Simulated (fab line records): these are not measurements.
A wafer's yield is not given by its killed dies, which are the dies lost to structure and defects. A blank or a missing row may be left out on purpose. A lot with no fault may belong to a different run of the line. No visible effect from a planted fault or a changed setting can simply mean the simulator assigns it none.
fab line records -- flow berkeley_cmos170 -- part 1 of 2: steps 1 to 28 of 42
[record] lots = 5, wafers = 15, last_day = 12
route steps=331 shown M2@280 V2@292 M3@309
lots with no fault: from the same line, run without faults
start_h: start of the lot's first displayed wafer, in hours after the record's first day -- wait_h: time in hours since the lot's previous step -- " identical to the entry in the row above -- L1.1+2: one row covering several wafers at once -- - value missing, or start not given -- * or withheld: withheld -- < > ~ a bound
route shown NAME@n: names a module that has steps shown in the file, with the first one's number in the route -- usual: the fault-free wafers' mean and standard deviation -- same: alike in all rows -- chamber/n: place in a boat -- sites: the reading at each site -- _std_site: standard deviation of those values -- _edge_site: mean of outer sites minus mean of inner sites -- radius_mm: how far each site lies from the wafer's centre -- mask NAME#n: copy n -- behind: the tool/chamber that last shaped the wafer -- hold: why the lot was held/for how many hours/how that ended -- device: transistor that didn't switch, given as n, p or np -- end of line: tests of these same wafers at the route's end -- where a step has no rows: the recipe by itself -- killed: at the first sort, the dies lost to defects and structure; wafer yield is something else -- map: per-die view of a wafer (x killed, . not killed, _ where there is no die)
set.NAME: the run value of the setting; set.NAME@STEP: its run value at that earlier step -- model.NAME: the simulator's own value behind a step, which no gauge read
certain route steps with their lots: each step a table, each wafer a row
services: a tool's chamber out of use, with start hour (start_h, from the record's first day; less than 0 if before it), hours out, and reason
[[steps]]
[step UCB170_M2_COAT_09]
[recipe] resist = BARC, temp_c = withheld, time_s = withheld, spin_rpm = 3000, resist_thk_nm = withheld
lot.wafer,tool,chamber,start_h,wait_h
L078.4+5+6,litho_track-03,0,177.82,0.1
L084.1+3+4,litho_track-02,0,209.22,0.1
L091.3+4+6,litho_track-03,0,256.48,0.6
L093.4+5+6,litho_track-02,0,268.78,0.6
L094.1+2+3,litho_track-03,0,269.95,0.7
[step UCB170_M2_COAT_10]
[recipe] resist = KrF, spin_rpm = 1500, resist_thk_nm = 900
lot.wafer,tool,chamber,start_h,wait_h
L078.4+5+6,litho_track-03,0,-,-
L084.1+3+4,litho_track-02,0,-,-
L091.3+4+6,litho_track-03,0,-,-
L093.4+5+6,litho_track-02,0,-,-
L094.1+2+3,litho_track-03,0,-,-
[step UCB170_M2_SOFTBAKE_11]
[recipe] resist = KrF, temp_c = 130, time_s = 60
lot.wafer,tool,chamber,start_h,wait_h
L078.4+5+6,litho_track-03,0,-,-
L084.1+3+4,litho_track-02,0,-,-
L091.3+4+6,litho_track-03,0,-,-
L093.4+5+6,litho_track-02,0,-,-
L094.1+2+3,litho_track-03,0,-,-
[step UCB170_M2_EXPOSE_12]
[recipe] mask_id = METAL2, target_cd_nm = 700, na = 0.5, sigma_outer = 0.6, source_shape = conventional, dose_mj = 26
lot.wafer,tool,chamber,start_h,wait_h,mask
L078.4+5+6,krf_scanner-02,0,178.38,-,METAL2#0
L084.1+3+4,krf_scanner-01,0,209.70,-,METAL2#0
L091.3+4+6,krf_scanner-02,0,256.92,-,METAL2#0
L093.4+5+6,krf_scanner-02,0,269.21,-,METAL2#0
L094.1+2+3,krf_scanner-02,0,270.40,-,METAL2#0
[step UCB170_M2_PEB_13]
[recipe] peb_temp_c = 130, peb_time_s = withheld, resist = KrF
lot.wafer,tool,chamber,start_h,wait_h
L078.4+5+6,litho_track-01,0,178.54,0.1
L084.1+3+4,litho_track-03,0,210.04,0.3
L091.3+4+6,litho_track-02,0,257.43,0.5
L093.4+5+6,litho_track-02,0,270.23,1.0
L094.1+2+3,litho_track-03,0,270.85,0.4
[step UCB170_M2_DEVELOP_14]
[recipe] developer = TMAH, develop_time_s = 45, resist = KrF, dev_temp_c = 21
[usual] developer_temp_C = 21.03/0.11
lot.wafer,tool,chamber,start_h,wait_h,developer_temp_C
L078.4,litho_track-01,0,-,-,21.14
L078.5,litho_track-01,0,-,-,21.09
L078.6,litho_track-01,0,-,-,21.06
L084.1,litho_track-03,0,-,-,21.00
L084.3,litho_track-03,0,-,-,20.94
L084.4,litho_track-03,0,-,-,20.92
L091.3,litho_track-02,0,-,-,21.05
L091.4,litho_track-02,0,-,-,20.98
L091.6,litho_track-02,0,-,-,20.97
L093.4,litho_track-02,0,-,-,21.01
L093.5,litho_track-02,0,-,-,21.06
L093.6,litho_track-02,0,-,-,21.01
L094.1,litho_track-03,0,-,-,21.14
L094.2,litho_track-03,0,-,-,21.33
L094.3,litho_track-03,0,-,-,21.00
[step UCB170_M2_CD_MEAS_15]
[recipe] target_cd_nm = 700
[usual] cd_nm = 699.6/1.7
lot.wafer,tool,chamber,start_h,wait_h,cd_nm
L078.4,cd_sem-02,-,178.80,-,696.9
L078.5,cd_sem-02,-,178.80,-,697.1
L078.6,cd_sem-02,-,178.80,-,696.4
L084.1,cd_sem-02,-,210.31,-,698.9
L084.3,cd_sem-02,-,210.31,-,700.1
L084.4,cd_sem-02,-,210.31,-,699.6
L091.3,cd_sem-02,-,257.69,-,699.6
L091.4,cd_sem-02,-,257.69,-,697.5
L091.6,cd_sem-02,-,257.69,-,699.5
L093.4,cd_sem-02,-,270.49,-,701.4
L093.5,cd_sem-02,-,270.49,-,700.2
L093.6,cd_sem-02,-,270.49,-,700.5
L094.1,cd_sem-02,-,271.13,-,696.6
L094.2,cd_sem-02,-,271.13,-,698.6
L094.3,cd_sem-02,-,271.13,-,697.5
[step UCB170_M2_OVL_MEAS_16]
[usual] M2_OVL = 0/5.7
lot.wafer,tool,chamber,start_h,wait_h,M2_OVL[nm]
L078.4,overlay-02,-,178.87,0.1,-5
L078.5,overlay-02,-,178.87,0.1,6
L078.6,overlay-02,-,178.87,0.1,-8
L084.1,overlay-01,-,210.43,0.1,-2
L084.3,overlay-01,-,210.43,0.1,-5
L084.4,overlay-01,-,210.43,0.1,0
L091.3,overlay-01,-,257.79,0.1,4
L091.4,overlay-01,-,257.79,0.1,-3
L091.6,overlay-01,-,257.79,0.1,6
L093.4,overlay-01,-,270.56,0.1,-1
L093.5,overlay-01,-,270.56,0.1,1
L093.6,overlay-01,-,270.56,0.1,-2
L094.1,overlay-01,-,271.25,0.1,3
L094.2,overlay-01,-,271.25,0.1,-1
L094.3,overlay-01,-,271.25,0.1,-1
[step UCB170_M2_ETCH_17]
[recipe] chemistry = N2/H2, target_depth_a = withheld, overetch_a = withheld, target = BARC, time_s = withheld, source_w = 500, bias_w = 100, pressure_mtorr = 30, n2_flow_sccm = 100, h2_flow_sccm = 200
[usual] bias_w = 100.00/0.27, drypump_motor_current_A = 5.4/0.42, oes_product_au = 0.997/0.022, throttle_valve_pct = 13.31/0.17
lot.wafer,tool,chamber,start_h,wait_h,bias_w,drypump_motor_current_A,oes_product_au,throttle_valve_pct
L078.4,rie_diel-02,2,178.89,0.0,100.30,5.5,0.991,13.32
L078.5,rie_diel-02,1,178.89,0.0,100.24,5.1,0.994,13.34
L078.6,rie_diel-02,0,178.89,0.0,99.80,5.0,0.954,13.54
L084.1,rie_diel-03,2,210.47,0.0,100.03,5.2,1.009,13.48
L084.3,rie_diel-03,1,210.47,0.0,99.62,4.7,0.996,12.96
L084.4,rie_diel-03,3,210.47,0.0,99.88,5.7,1.048,13.50
L091.3,rie_diel-02,0,257.81,0.0,99.87,5.0,0.974,13.57
L091.4,rie_diel-02,1,257.81,0.0,100.05,5.1,0.991,13.34
L091.6,rie_diel-02,0,257.81,0.0,100.30,5.0,0.984,13.54
L093.4,rie_diel-01,1,270.58,0.0,99.91,4.9,0.983,13.20
L093.5,rie_diel-01,2,270.58,0.0,100.15,5.9,0.996,13.07
L093.6,rie_diel-01,1,270.58,0.0,100.06,4.9,0.992,13.20
L094.1,rie_diel-03,3,271.28,0.0,99.76,5.7,1.042,13.52
L094.2,rie_diel-03,2,271.28,0.0,100.08,5.2,1.018,13.48
L094.3,rie_diel-03,0,271.28,0.0,100.05,5.4,0.961,13.22
[step UCB170_M2_METAL_ETCH_18]
[recipe] chemistry = Cl2/BCl3, target = Al, stop_on = SiO2, pressure_mtorr = 12, target_depth_a = 11700, over_etch_frac = 0.3, time_s = 195, icp_w = 600, bias_w = 120, Cl2_flow_sccm = 90, bcl3_flow_sccm = 45
[usual] bias_w = 120.0/0.37, drypump_motor_current_A = 5.8/0.32, mfc_cl2_sccm = 90.00/0.28, oes_product_au = 0.848/0.018, throttle_valve_pct = 24.4/0.31
lot.wafer,tool,chamber,start_h,wait_h,bias_w,drypump_motor_current_A,mfc_cl2_sccm,oes_product_au,rf_hours_counter_h,throttle_valve_pct
L078.4,rie_metal-04,1,179.00,-,120.5,5.9,89.52,0.840,-,24.1
L078.5,rie_metal-04,0,179.00,-,120.2,5.7,90.43,0.879,-,24.8
L078.6,rie_metal-04,1,179.00,-,120.5,5.9,89.80,0.843,-,24.1
L084.1,rie_metal-02,1,210.51,-,119.8,6.4,90.09,0.836,15,24.7
L084.3,rie_metal-02,0,210.51,-,119.7,5.5,90.19,0.843,-,24.0
L084.4,rie_metal-02,1,210.51,-,120.3,6.4,89.98,0.831,-,24.7
L091.3,rie_metal-02,1,257.92,-,120.0,6.4,89.72,0.840,-,24.7
L091.4,rie_metal-02,0,257.92,-,120.1,5.4,89.75,0.842,-,24.0
L091.6,rie_metal-02,0,257.92,-,120.6,5.5,90.26,0.850,-,24.0
L093.4,rie_metal-01,1,270.69,-,120.0,5.9,89.92,0.841,-,24.3
L093.5,rie_metal-01,1,270.69,-,119.8,5.9,89.64,0.841,-,24.3
L093.6,rie_metal-01,0,270.69,-,120.5,5.5,89.71,0.852,-,24.7
L094.1,rie_metal-04,0,271.32,-,120.1,5.7,89.83,0.874,7,24.8
L094.2,rie_metal-04,1,271.32,-,120.2,5.9,89.90,0.846,0,24.2
L094.3,rie_metal-04,1,271.32,-,120.0,5.9,89.70,0.860,-,24.2
[step UCB170_M2_STRIP_19]
[recipe] chemistry = O2, power_w = 400, pressure_mtorr = 3500, platen_temp_c = withheld, o2_flow_sccm = 400, overash_fraction = 0.5
[usual] drypump_motor_current_A = 5.7/0.49, oes_product_au = 0.533/0.015
lot.wafer,tool,chamber,start_h,wait_h,drypump_motor_current_A,oes_product_au,rf_hours_counter_h
L078.4,plasma_asher-03,1,179.16,0.1,6.2,0.528,-
L078.5,plasma_asher-03,0,179.16,0.1,5.0,0.518,-
L078.6,plasma_asher-03,1,179.16,0.1,6.2,0.548,-
L084.1,plasma_asher-03,1,210.70,0.1,6.2,0.544,9
L084.3,plasma_asher-03,1,210.70,0.1,6.2,0.553,-
L084.4,plasma_asher-03,0,210.70,0.1,5.0,0.539,-
L091.3,plasma_asher-02,1,258.07,0.1,5.3,0.522,-
L091.4,plasma_asher-02,0,258.07,0.1,5.1,0.551,-
L091.6,plasma_asher-02,1,258.07,0.1,5.2,0.542,-
L093.4,plasma_asher-01,0,270.84,0.1,6.0,0.516,-
L093.5,plasma_asher-01,0,270.84,0.1,6.0,0.527,-
L093.6,plasma_asher-01,1,270.84,0.1,6.2,0.531,-
L094.1,plasma_asher-01,1,271.51,0.1,6.1,0.515,62
L094.2,plasma_asher-01,0,271.51,0.1,6.1,0.551,62
L094.3,plasma_asher-01,0,271.51,0.1,6.0,0.548,-
[step UCB170_M2_CD_MEAS_90]
[recipe] target_cd_nm = 700
[usual] cd_nm = 699.0/2.9
lot.wafer,tool,chamber,start_h,wait_h,cd_nm
L078.4,cd_sem-02,-,179.30,0.1,693.1
L078.5,cd_sem-02,-,179.30,0.1,696.3
L078.6,cd_sem-02,-,179.30,0.1,695.3
L084.1,cd_sem-01,-,210.80,0.1,696.6
L084.3,cd_sem-01,-,210.80,0.1,702.0
L084.4,cd_sem-01,-,210.80,0.1,698.3
L091.3,cd_sem-01,-,258.18,0.1,696.1
L091.4,cd_sem-01,-,258.18,0.1,693.9
L091.6,cd_sem-01,-,258.18,0.1,700.1
L093.4,cd_sem-02,-,270.97,0.1,700.0
L093.5,cd_sem-02,-,270.97,0.1,698.3
L093.6,cd_sem-02,-,270.97,0.1,697.6
L094.1,cd_sem-01,-,271.61,0.1,697.0
L094.2,cd_sem-01,-,271.61,0.1,702.4
L094.3,cd_sem-01,-,271.61,0.1,701.8
[step UCB170_V2_CVD_00]
[recipe] material = SiO2, target_thk_nm = 2000, temp_c = 390, precursor = TEOS/O2, time_s = 250, rf_w = 550, pressure_mtorr = 9000
[usual] heater_power_w = 253/60, pressure_mtorr = 8999/16, susceptor_temp_C = 389.97/0.24
lot.wafer,tool,chamber,start_h,wait_h,heater_power_w,pressure_mtorr,susceptor_temp_C
L078.4,pecvd-02,2,179.44,0.1,236,8995,389.93
L078.5,pecvd-02,1,179.44,0.1,253,9018,390.06
L078.6,pecvd-02,0,179.44,0.1,239,9007,390.26
L084.1,pecvd-01,2,210.92,0.1,238,9012,389.81
L084.3,pecvd-01,0,210.92,0.1,312,8982,389.84
L084.4,pecvd-01,2,210.92,0.1,311,8997,390.25
L091.3,pecvd-04,0,258.26,0.1,291,9008,390.19
L091.4,pecvd-04,0,258.26,0.1,202,9005,389.78
L091.6,pecvd-04,1,258.26,0.1,229,8998,390.04
L093.4,pecvd-04,0,271.11,0.1,279,8984,390.32
L093.5,pecvd-04,1,271.11,0.1,331,8969,389.71
L093.6,pecvd-04,2,271.11,0.1,222,8993,389.73
L094.1,pecvd-01,2,271.73,0.1,285,8990,389.62
L094.2,pecvd-01,0,271.73,0.1,247,9034,389.86
L094.3,pecvd-01,1,271.73,0.1,146,9001,390.02
[step UCB170_V2_THK_MEAS_01]
[recipe] reads = SiO2_of_V2_CVD_00
[usual] V2_TEOS_THK = 2003/27
lot.wafer,tool,chamber,start_h,wait_h,V2_TEOS_THK[nm]
L078.4,film_metro-02,-,179.55,0.0,2031
L078.5,film_metro-02,-,179.55,0.0,2012
L078.6,film_metro-02,-,179.55,0.0,2036
L084.1,film_metro-04,-,211.07,0.1,1973
L084.3,film_metro-04,-,211.07,0.1,1985
L084.4,film_metro-04,-,211.07,0.1,2004
L091.3,film_metro-01,-,258.44,0.1,1972
L091.4,film_metro-01,-,258.44,0.1,2018
L091.6,film_metro-01,-,258.44,0.1,2009
L093.4,film_metro-02,-,271.22,0.0,2022
L093.5,film_metro-02,-,271.22,0.0,2039
L093.6,film_metro-02,-,271.22,0.0,2024
L094.1,film_metro-02,-,271.89,0.1,1994
L094.2,film_metro-02,-,271.89,0.1,2004
L094.3,film_metro-02,-,271.89,0.1,2049
[step UCB170_V2_CMP_02]
[recipe] material = SiO2, down_force_psi = 6, platen_rpm = 60, pad_velocity_m_s = 0.75398
[usual] motor_current_A = 16.7/0.96, slurry_flow_ml_min = 150.0/0.5
lot.wafer,tool,chamber,start_h,wait_h,motor_current_A,slurry_flow_ml_min
L078.4,cmp-02,3,179.58,0.0,17.6,150.1
L078.5,cmp-02,3,179.58,0.0,16.8,150.5
L078.6,cmp-02,0,179.58,0.0,17.3,149.8
L084.1,cmp-01,0,211.18,0.1,16.8,150.2
L084.3,cmp-01,1,211.18,0.1,15.3,149.8
L084.4,cmp-01,2,211.18,0.1,15.7,149.7
L091.3,cmp-01,1,258.53,0.1,15.1,150.1
L091.4,cmp-01,3,258.53,0.1,16.9,149.4
L091.6,cmp-01,1,258.53,0.1,15.3,149.7
L093.4,cmp-01,2,271.40,0.2,15.1,150.5
L093.5,cmp-01,3,271.40,0.2,17.9,149.3
L093.6,cmp-01,0,271.40,0.2,16.5,148.9
L094.1,cmp-02,3,271.95,0.1,18.5,149.4
L094.2,cmp-02,1,271.95,0.1,19.1,149.9
L094.3,cmp-02,2,271.95,0.1,17.5,149.7
[step UCB170_V2_BOW_MEAS_03]
[recipe] mode = bow
[usual] V2_BOW = 36/6.4
lot.wafer,tool,chamber,start_h,wait_h,V2_BOW[um]
L078.4,film_metro-04,-,179.94,0.3,35
L078.5,film_metro-04,-,179.94,0.3,25
L078.6,film_metro-04,-,179.94,0.3,25
L084.1,film_metro-02,-,211.43,0.2,45
L084.3,film_metro-02,-,211.43,0.2,23
L084.4,film_metro-02,-,211.43,0.2,40
L091.3,film_metro-01,-,258.82,0.2,53
L091.4,film_metro-01,-,258.82,0.2,28
L091.6,film_metro-01,-,258.82,0.2,33
L093.4,film_metro-04,-,271.61,0.2,45
L093.5,film_metro-04,-,271.61,0.2,33
L093.6,film_metro-04,-,271.61,0.2,49
L094.1,film_metro-02,-,272.25,0.2,27
L094.2,film_metro-02,-,272.25,0.2,33
L094.3,film_metro-02,-,272.25,0.2,46
[step UCB170_V2_THK_MEAS_04]
[recipe] reads = SiO2_of_V2_CVD_00
[usual] V2_POLISHED_THK = 999.8/1.4
lot.wafer,tool,chamber,start_h,wait_h,V2_POLISHED_THK[nm]
L078.4,film_metro-04,-,180.03,0.1,1002.0
L078.5,film_metro-04,-,180.03,0.1,1001.8
L078.6,film_metro-04,-,180.03,0.1,1000.7
L084.1,film_metro-02,-,211.55,0.1,998.4
L084.3,film_metro-02,-,211.55,0.1,999.3
L084.4,film_metro-02,-,211.55,0.1,997.6
L091.3,film_metro-01,-,258.92,0.1,999.4
L091.4,film_metro-01,-,258.92,0.1,1000.4
L091.6,film_metro-01,-,258.92,0.1,999.2
L093.4,film_metro-04,-,271.70,0.1,999.8
L093.5,film_metro-04,-,271.70,0.1,1000.7
L093.6,film_metro-04,-,271.70,0.1,997.5
L094.1,film_metro-02,-,272.37,0.1,1000.0
L094.2,film_metro-02,-,272.37,0.1,997.6
L094.3,film_metro-02,-,272.37,0.1,999.3
[step UCB170_V2_CLEAN_05]
[recipe] chemistry = DIW
lot.wafer,tool,chamber,start_h,wait_h
L078.4+5+6,wet_bench-04,3,180.06,0.0
L084.1+3+4,wet_bench-02,0,211.72,0.2
L091.3+4+6,wet_bench-01,0,258.96,0.0
L093.4+5+6,wet_bench-02,1,271.73,0.0
L094.1+2+3,wet_bench-02,0,272.43,0.1
[step UCB170_V2_HMDS_06]
[recipe] prime_time_s = 60, prime_temp_c = 100
lot.wafer,tool,chamber,start_h,wait_h
L078.4+5+6,litho_track-03,0,180.31,0.1
L084.1+3+4,litho_track-01,0,212.04,0.1
L091.3+4+6,litho_track-01,0,259.48,0.3
L093.4+5+6,litho_track-01,0,272.41,0.5
L094.1+2+3,litho_track-03,0,272.93,0.3
[step UCB170_V2_COAT_07]
[recipe] resist = KrF, spin_rpm = 1500, resist_thk_nm = 900
lot.wafer,tool,chamber,start_h,wait_h
L078.4+5+6,litho_track-03,0,180.46,0.1
L084.1+3+4,litho_track-01,0,212.19,0.1
L091.3+4+6,litho_track-01,0,259.63,0.1
L093.4+5+6,litho_track-01,0,272.56,0.1
L094.1+2+3,litho_track-03,0,273.08,0.1
[step UCB170_V2_SOFTBAKE_08]
[recipe] resist = KrF, temp_c = 130, time_s = 60
lot.wafer,tool,chamber,start_h,wait_h
L078.4+5+6,litho_track-03,0,180.61,0.1
L084.1+3+4,litho_track-01,0,212.34,0.1
L091.3+4+6,litho_track-01,0,259.78,0.1
L093.4+5+6,litho_track-01,0,272.71,0.1
L094.1+2+3,litho_track-03,0,273.23,0.1
[step UCB170_V2_EXPOSE_09]
[recipe] mask_id = VIA2, target_cd_nm = 700, na = 0.5, sigma_outer = 0.6, source_shape = conventional, dose_mj = 37
lot.wafer,tool,chamber,start_h,wait_h,mask
L078.4+5+6,krf_scanner-02,0,180.74,0.1,VIA2#0
L084.1+3+4,krf_scanner-01,0,212.49,0.1,VIA2#0
L091.3+4+6,krf_scanner-02,0,260.19,0.4,VIA2#0
L093.4+5+6,krf_scanner-02,0,272.84,0.1,VIA2#0
L094.1+2+3,krf_scanner-02,0,273.39,0.1,VIA2#0
[step UCB170_V2_PEB_10]
[recipe] peb_temp_c = 130, peb_time_s = withheld, resist = KrF
lot.wafer,tool,chamber,start_h,wait_h
L078.4+5+6,litho_track-03,0,180.87,0.1
L084.1+3+4,litho_track-03,0,212.60,0.1
L091.3+4+6,litho_track-01,0,260.83,0.6
L093.4+5+6,litho_track-04,0,273.18,0.3
L094.1+2+3,litho_track-04,0,273.51,0.1
[step UCB170_V2_DEVELOP_11]
[recipe] developer = TMAH, develop_time_s = 45, resist = KrF, dev_temp_c = 21
[usual] developer_temp_C = 21.02/0.1
lot.wafer,tool,chamber,start_h,wait_h,developer_temp_C
L078.4,litho_track-03,0,-,-,21.11
L078.5,litho_track-03,0,-,-,21.14
L078.6,litho_track-03,0,-,-,21.07
L084.1,litho_track-03,0,-,-,20.93
L084.3,litho_track-03,0,-,-,20.88
L084.4,litho_track-03,0,-,-,21.00
L091.3,litho_track-01,0,-,-,21.03
L091.4,litho_track-01,0,-,-,21.08
L091.6,litho_track-01,0,-,-,20.97
L093.4,litho_track-04,0,-,-,20.86
L093.5,litho_track-04,0,-,-,20.98
L093.6,litho_track-04,0,-,-,21.10
L094.1,litho_track-04,0,-,-,21.02
L094.2,litho_track-04,0,-,-,21.24
L094.3,litho_track-04,0,-,-,21.05
[step UCB170_V2_CD_MEAS_12]
[recipe] target_cd_nm = 700
[usual] cd_nm = 699.7/1.4
lot.wafer,tool,chamber,start_h,wait_h,cd_nm
L078.4,cd_sem-02,-,181.13,-,701.7
L078.5,cd_sem-02,-,181.13,-,700.8
L078.6,cd_sem-02,-,181.13,-,702.4
L084.1,cd_sem-01,-,212.88,-,698.7
L084.3,cd_sem-01,-,212.88,-,699.7
L084.4,cd_sem-01,-,212.88,-,700.4
L091.3,cd_sem-01,-,261.11,-,699.2
L091.4,cd_sem-01,-,261.11,-,698.4
L091.6,cd_sem-01,-,261.11,-,699.3
L093.4,cd_sem-02,-,273.44,-,699.4
L093.5,cd_sem-02,-,273.44,-,700.0
L093.6,cd_sem-02,-,273.44,-,698.1
L094.1,cd_sem-02,-,273.78,-,698.1
L094.2,cd_sem-02,-,273.78,-,698.3
L094.3,cd_sem-02,-,273.78,-,698.3
[step UCB170_V2_OVL_MEAS_13]
[usual] V2_OVL = -1/5.2
lot.wafer,tool,chamber,start_h,wait_h,V2_OVL[nm]
L078.4,overlay-02,-,181.21,0.1,2
L078.5,overlay-02,-,181.21,0.1,6
L078.6,overlay-02,-,181.21,0.1,-9
L084.1,overlay-01,-,213.00,0.1,0
L084.3,overlay-01,-,213.00,0.1,-1
L084.4,overlay-01,-,213.00,0.1,-4
L091.3,overlay-01,-,261.21,0.1,-7
L091.4,overlay-01,-,261.21,0.1,-7
L091.6,overlay-01,-,261.21,0.1,-12
L093.4,overlay-02,-,273.52,0.1,-13
L093.5,overlay-02,-,273.52,0.1,-5
L093.6,overlay-02,-,273.52,0.1,-4
L094.1,overlay-01,-,273.90,0.1,-9
L094.2,overlay-01,-,273.90,0.1,-3
L094.3,overlay-01,-,273.90,0.1,5
[step UCB170_V2_ETCH_14]
[recipe] chemistry = CHF3/CF4/Ar, target = SiO2, stop_on = Al, CHF3_flow_sccm = 45, cf4_flow_sccm = 15, Ar_flow_sccm = 150, pressure_mtorr = 200, rf_w = 700, target_depth_a = 12500, over_etch_frac = 0.25, time_s = 291
[usual] drypump_motor_current_A = 5.5/0.42, oes_product_au = 0.872/0.017, throttle_valve_pct = 6.97/0.1
lot.wafer,tool,chamber,start_h,wait_h,drypump_motor_current_A,oes_product_au,rf_hours_counter_h,throttle_valve_pct
L078.4,rie_diel-03,0,181.23,0.0,5.4,0.852,23,6.97
L078.5,rie_diel-03,2,181.23,0.0,5.3,0.871,-,7.12
L078.6,rie_diel-03,1,181.23,0.0,4.7,0.855,-,6.78
L084.1,rie_diel-04,0,213.03,0.0,5.9,0.872,35,7.03
L084.3,rie_diel-04,1,213.03,0.0,5.1,0.844,113,6.93
L084.4,rie_diel-04,3,213.03,0.0,5.9,0.887,-,7.07
L091.3,rie_diel-03,1,261.23,0.0,4.7,0.849,110,6.77
L091.4,rie_diel-03,2,261.23,0.0,5.3,0.877,52,7.11
L091.6,rie_diel-03,0,261.23,0.0,5.4,0.860,-,6.96
L093.4,rie_diel-04,1,273.53,0.0,5.2,0.845,116,6.94
L093.5,rie_diel-04,0,273.53,0.0,5.9,0.882,-,7.03
L093.6,rie_diel-04,1,273.53,0.0,5.1,0.850,-,6.95
L094.1,rie_diel-01,2,273.94,0.0,5.9,0.888,25,6.82
L094.2,rie_diel-01,0,273.94,0.0,5.7,0.862,2,6.91
L094.3,rie_diel-01,3,273.94,0.0,5.3,0.878,17,7.01
[step UCB170_V2_STRIP_15]
[recipe] chemistry = O2, power_w = 400, pressure_mtorr = 3500, platen_temp_c = withheld, o2_flow_sccm = 400, overash_fraction = 0.5
[usual] drypump_motor_current_A = 5.6/0.44, oes_product_au = 0.722/0.0048, strip_time_to_endpoint_s = 15.38/0.12
lot.wafer,tool,chamber,start_h,wait_h,drypump_motor_current_A,oes_product_au,rf_hours_counter_h,strip_time_to_endpoint_s
L078.4,plasma_asher-03,0,181.44,0.1,5.0,0.724,-,15.55
L078.5,plasma_asher-03,0,181.44,0.1,5.0,0.727,-,15.38
L078.6,plasma_asher-03,1,181.44,0.1,6.2,0.728,-,15.36
L084.1,plasma_asher-03,0,213.21,0.1,5.0,0.727,10,15.35
L084.3,plasma_asher-03,1,213.21,0.1,6.2,0.719,-,15.55
L084.4,plasma_asher-03,0,213.21,0.1,5.0,0.727,-,15.38
L091.3,plasma_asher-01,1,261.44,0.1,6.1,0.721,-,15.32
L091.4,plasma_asher-01,0,261.44,0.1,6.1,0.725,-,15.37
L091.6,plasma_asher-01,1,261.44,0.1,6.1,0.726,-,15.50
L093.4,plasma_asher-04,0,273.75,0.1,5.6,0.728,-,15.45
L093.5,plasma_asher-04,1,273.75,0.1,5.3,0.723,-,15.20
L093.6,plasma_asher-04,0,273.75,0.1,5.5,0.721,-,15.49
L094.1,plasma_asher-04,0,274.12,0.1,5.5,0.714,53,15.52
L094.2,plasma_asher-04,1,274.12,0.1,5.3,0.727,53,15.44
L094.3,plasma_asher-04,1,274.12,0.1,5.3,0.716,-,15.42
